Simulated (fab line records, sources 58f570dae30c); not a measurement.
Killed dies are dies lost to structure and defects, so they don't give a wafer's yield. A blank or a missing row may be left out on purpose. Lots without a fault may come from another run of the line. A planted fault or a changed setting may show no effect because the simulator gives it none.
Which tool did it? | flow berkeley_cmos170 | 7 lots, 21 wafers sampled, at 1 step of a route of 331

WHAT THE GAUGES READ, wafer by wafer
UCB170_PSD_TW_MEAS_10.
lot  | measured     | on            | PSD_TW
L223 | day 7 10:53  | film_metro-03 | 2301 2330 2317
L227 | day 7 19:58  | film_metro-01 | 2316 2303 2321
L230 | day 8 01:06  | film_metro-01 | 2295 2292 2289
L231 | day 8 14:06  | film_metro-01 | 2290 2283 2286
L234 | day 9 05:13  | film_metro-03 | 2299 2294 2301
L243 | day 11 10:11 | film_metro-04 | 2317 2328 2317
L246 | day 12 01:11 | film_metro-04 | 2297 2301 2298

WHICH TOOL RAN EACH LOT (tool, then ch and the chambers of the sampled wafers, then the start)
The record holds no process step before these readings.

THE ANSWER, worked out from the rows above alone
Rule: what is usual is taken from the lots themselves. Put in order of their means at a reading, lots are off if they are a third of the lots or fewer, leave a main group of 4 or more, and stand apart from it by a gap of 3 or more times the standard deviation of the main group's means; of several such gaps the widest counts. A main group whose means are all the same, to the digits that the tables above print for the reading, isn't used. A lot without any number at a reading at which 4 lots or more have one is off too. The other lots that the step has rows for count as sound.
No lot is off at any reading shown: from this, nothing can be told.

WHAT THE SIMULATOR HAD PUT IN
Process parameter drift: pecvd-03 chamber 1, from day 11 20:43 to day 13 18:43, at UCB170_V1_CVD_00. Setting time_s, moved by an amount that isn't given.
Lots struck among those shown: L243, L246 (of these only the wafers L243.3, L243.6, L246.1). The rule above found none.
